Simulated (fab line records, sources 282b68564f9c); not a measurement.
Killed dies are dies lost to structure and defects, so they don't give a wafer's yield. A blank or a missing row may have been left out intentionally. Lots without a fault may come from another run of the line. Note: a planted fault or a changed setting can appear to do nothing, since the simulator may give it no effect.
Comparing a struck lot with a sound one    flow ritCmos    20 out of 202 route steps
Sound: wafers L985.3, L985.5, L985.6. Struck: wafers L992.1, L992.3, L992.5. The cause comes at the end.
Each step with rows lists, per side, the tool, then ch with its chambers, then its first start. Under that, the readings that differ: sound wafers    struck wafers    difference of the means    sigmas: that difference in standard deviations of wafers without a fault.
alike: readings with means less than 2 such deviations apart, plus words and numbers identical on both sides. not compared: withheld readings, readings lacking a value on some wafer, bounds such as >300 that could conceal the same value, and numbers that have no deviation in the record and whose values overlap.
Wherever a step has rows on one side only, a row that says differs or no value, or a row with sigmas, the two part there. When numbers do not overlap yet have no deviation, they are printed without sigmas and do not part them. Lack of a reading on every wafer of one side parts them only where that side has two or more wafers.

first, 2 steps without rows for these wafers: RIT_NWELL_HARDBAKE_07 (time 120 s); RIT_NWELL_IMPLANT_08.
RIT_NWELL_STRIP_09: strips in O2, time 180 s.
  sound on plasmaAsher-04 ch 0,1, day 2 03:55; struck on plasmaAsher-02 ch 1, day 3 15:43
  alike: drypumpMotorCurrentA
  not compared: rfHoursCounterH
RIT_NWELL_TW_MEAS_10:
  sound on filmMetro-01 at day 2 04:04; struck on filmMetro-01 at day 3 15:53
  alike: NWELL_TW
then, 2 steps without rows for these wafers: RIT_PWELL_HMDS_00 (prime time 60 s); RIT_PWELL_COAT_01 (resist thk 1300 nm).
RIT_PWELL_SOFTBAKE_02: time 61.43 s.
  sound on lithoTrack-03 ch 0, day 2 04:27; struck on lithoTrack-02 ch 0, day 3 16:15
  alike: chillPlateTempC, plateSensorTCentreC, plateSensorTEdgeC
then, 3 steps without rows for these wafers: RIT_PWELL_EXPOSE_03 (exposes mask M3, target cd 43700 nm); RIT_PWELL_PEB_04; RIT_PWELL_DEVELOP_05 (develop time 68 s).
RIT_PWELL_OVL_MEAS_06:
  sound on overlay-02 at day 2 05:07; struck on overlay-01 at day 3 16:58
  alike: PWELL_OVL
then, 1 step without rows for these wafers: RIT_PWELL_HARDBAKE_07 (time 120 s).
RIT_PWELL_IMPLANT_08:
  sound on implanter-03 ch 0, day 2 05:26; struck on implanter-03 ch 0, day 3 17:15
reading           sound            struck          difference  sigmas
beamOnS (s)       9.79 9.86 10.03  8.99 8.65 8.92  -1.04       -5
faradayCurrentUA  231 230 227      250 261 253     +25         +5
  alike: beamEnergyKeV
RIT_PWELL_STRIP_09: strips in O2, time 180 s.
  sound on plasmaAsher-01 ch 0,1, day 2 05:36; struck on plasmaAsher-01 ch 0,1, day 3 17:24
  alike: drypumpMotorCurrentA
  not compared: rfHoursCounterH
RIT_PWELL_TW_MEAS_10:
  sound on filmMetro-01 at day 2 05:44; struck on filmMetro-03 at day 3 17:34
reading   sound        struck       difference  sigmas
PWELL_TW  956 956 960  905 904 905  -53         -6
then, 1 step without rows for these wafers: RIT_WELLDRIVE_ANNEAL_00 (time 14700 s).
RIT_WELLDRIVE_RS_MEAS_01: a four-point-probe measurement.
  sound on filmMetro-03 at day 2 11:38; struck on filmMetro-03 at day 3 22:58
  alike: NWELL_RS
RIT_WELLDRIVE_RS_MEAS_02: a four-point-probe measurement.
  sound on filmMetro-03 at day 2 11:45; struck on filmMetro-03 at day 3 23:05
reading            sound              struck             difference  sigmas
PWELL_RS (ohm/sq)  423.3 424.2 424.8  456.4 456.8 456.2  +32.4       +29
then, 1 step without rows for these wafers: RIT_NRETRO_HMDS_00 (prime time 60 s).
RIT_M1_PROBE_99:
  sound on prober-01 at day 3 19:51; struck on prober-02 at day 5 09:28
reading                              sound              struck             difference  sigmas
model.etest.nmos_0p3.rOnOhmUm        2230 2204 2172     2118 2123 2104     -87         
model.etest.pwellPinched.rsOhmSq     451.1 447.2 448.2  487.5 488 486.8    +38.6       
model.etest.pwell.rsOhmSq            410.6 405 409.4    441.6 436.9 442.1  +31.9       
model.etest.nmos_0p3.driveUaUm       220.3 220.5 220.7  226.1 228.2 227.7  +6.8        
model.etest.nmosNarrow.driveUaUm     210.5 211.4 213.3  218 218.2 217      +6          
model.etest.wellEdgeRight.lineOhmUm  186.3 182.5 183.9  181.8 180.8 180.3  -3.3        
model.etest.wellEdgeLeft.lineOhmUm   183.4 184.9 182.6  180.7 181 180.9    -2.8        
model.etest.fieldN.vtV (V)           35.23 34.55 34.23  32.21 32.54 31.95  -2.44       
  alike: killedAtFrontEnd, killedDies, killedOpen, killedShort

## WHERE THEY PART
Last at RIT_WELLDRIVE_RS_MEAS_02 as far as this record goes, first at RIT_PWELL_IMPLANT_08. Later steps at which nothing parts them and some readings are alike: RIT_M1_PROBE_99.

WHY: what had been put in by the simulator
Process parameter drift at RIT_PWELL_IMPLANT_08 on implanter-03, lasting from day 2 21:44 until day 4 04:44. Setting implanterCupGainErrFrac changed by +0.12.
